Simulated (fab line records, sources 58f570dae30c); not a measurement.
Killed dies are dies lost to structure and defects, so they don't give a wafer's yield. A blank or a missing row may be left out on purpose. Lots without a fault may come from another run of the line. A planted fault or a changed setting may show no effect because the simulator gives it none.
Split-lot experiment | flow berkeley_cmos170 | 5 lots, 23 wafers read, on a route of 331 steps

THE SPLIT
At UCB170_ACTIVE_ETCH_15 (etches Si3N4 in CH3F/Ar/O2, stops on SiO2, target depth 242 nm, time 151 s), the setting time_s was moved away from the recipe's 151 s on 9 of the 23 wafers read, by -14.2% to +13.6%. The other wafers ran this setting at the recipe's value.

The reading is taken at the split's own step.

THE READING
KrF_of_ACTIVE_COAT_08.thk_nm (the simulator's own value, which no gauge read), in nm, at UCB170_ACTIVE_ETCH_15 (etches Si3N4 in CH3F/Ar/O2, stops on SiO2, target depth 242 nm, time 151 s). The file gives no usual value for it. The 14 wafers here that ran the recipe average 723.2 nm, standard deviation 2.6 nm.

wafer  | tool, chamber at the split | time_s as run, s | against the recipe | KrF_of_ACTIVE_COAT_08.thk_nm, nm | against lot-mates on the recipe
L074.2 | rie_diel-02, 0             | 151              | recipe             | 722.8                            | -
L074.3 | rie_diel-02, 3             | 151              | recipe             | 721.9                            | -
L074.4 | rie_diel-02, 3             | 151              | recipe             | 721.2                            | -
L074.5 | rie_diel-02, 2             | 166.2            | +10.1%             | 713.7                            | -8.3
L074.6 | rie_diel-02, 0             | 166.2            | +10.1%             | 708.5                            | -13.5
L078.1 | rie_diel-02, 0             | 151              | recipe             | 723.3                            | -
L078.2 | rie_diel-02, 3             | 129.5            | -14.2%             | 742.1                            | +18.5
L078.3 | rie_diel-02, 1             | 151              | recipe             | 719.9                            | -
L078.4 | rie_diel-02, 2             | 129.5            | -14.2%             | 748.8                            | +25.2
L078.6 | rie_diel-02, 0             | 151              | recipe             | 727.5                            | -
L077.1 | rie_diel-01, 2             | 143.3            | -5.1%              | 732.6                            | +8.2
L077.3 | rie_diel-01, 3             | 151              | recipe             | 728.6                            | -
L077.4 | rie_diel-01, 0             | 143.3            | -5.1%              | 728.3                            | +3.9
L077.5 | rie_diel-01, 1             | 151              | recipe             | 720.2                            | -
L077.6 | rie_diel-01, 0             | 143.3            | -5.1%              | 731.7                            | +7.3
L082.1 | rie_diel-01, 3             | 151              | recipe             | 726                              | -
L082.3 | rie_diel-01, 1             | 151              | recipe             | 723.1                            | -
L082.4 | rie_diel-01, 2             | 151              | recipe             | 722.6                            | -
L083.1 | rie_diel-01, 2             | 151              | recipe             | 723.8                            | -
L083.2 | rie_diel-01, 1             | 171.5            | +13.6%             | 700.8                            | -21.6
L083.3 | rie_diel-01, 0             | 151              | recipe             | 719.6                            | -
L083.5 | rie_diel-01, 1             | 171.5            | +13.6%             | 702.1                            | -20.3
L083.6 | rie_diel-01, 2             | 151              | recipe             | 723.8                            | -

THE FIT
A straight line over all 23 wafers: KrF_of_ACTIVE_COAT_08.thk_nm changes by -1.5 nm for each +1% of time_s; r = -0.97; the points scatter about the line by 2.8 nm.
The same after taking each lot's own level away (the mean of its wafers on the recipe; 23 wafers): -1.43 nm for each +1%; r = -0.96; scatter 2.8 nm.
On that fit, the largest move of time_s shifts the reading by 20 nm.
The lots' own levels span 721.97 to 724.40 nm, that is 0.9 times the standard deviation above.
So the lot-to-lot level changes the slope little: the two slopes agree.
Check: with one of the wafers moved furthest among these (-14.2%) left out of the fit, the line predicts +21.2 nm for it against its lot-mates. It came out at +18.5 nm against them.

OTHER SPLITS ON THESE WAFERS
These wafers also went through other splits before the reading. Each is held against what the fit with the lots' levels taken away leaves over:
other split on the same wafers          | wafers away from the commonest value | r with KrF_of_ACTIVE_COAT_08.thk_nm (lot level and that fit taken away)
UCB170_NWELL_IMPLANT_14 dose_cm2        | 8                                    | +0.25
UCB170_PWELL_CVD_05 temp_c              | 10                                   | -0.20
UCB170_PWELL_IMPLANT_15 dose_cm2        | 8                                    | -0.02
UCB170_WELLDRIVE_OXIDATION_01 ox_time_s | 15                                   | +0.15

THE WHOLE CHAIN: every reading that the file lists as answering this split, in the file's order
step                   | what it does                                                               | reading                                                                             | change (the file's fit)                                                              | r (the file's)
UCB170_ACTIVE_ETCH_15  | etches Si3N4 in CH3F/Ar/O2, stops on SiO2, target depth 242 nm, time 151 s | SiO2_of_ACTIVE_OXIDATION_02.thk_nm (the simulator's own value, which no gauge read) | not straight: 23.59 at the lowest setting, 22.06 at the recipe, 16.37 at the highest | not given
UCB170_ACTIVE_ETCH_15  | etches Si3N4 in CH3F/Ar/O2, stops on SiO2, target depth 242 nm, time 151 s | KrF_of_ACTIVE_COAT_08.thk_nm (the simulator's own value, which no gauge read)       | -1.44 nm for each +1% of the setting                                                 | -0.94
UCB170_ACTIVE_STRIP_16 | strips in O2                                                               | strip_time_to_endpoint_s                                                            | withheld for each +1% of the setting                                                 | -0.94

THE FILE'S OWN FIT
KrF_of_ACTIVE_COAT_08.thk_nm changes by -1.44 nm for each +1% of time_s, r = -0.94.
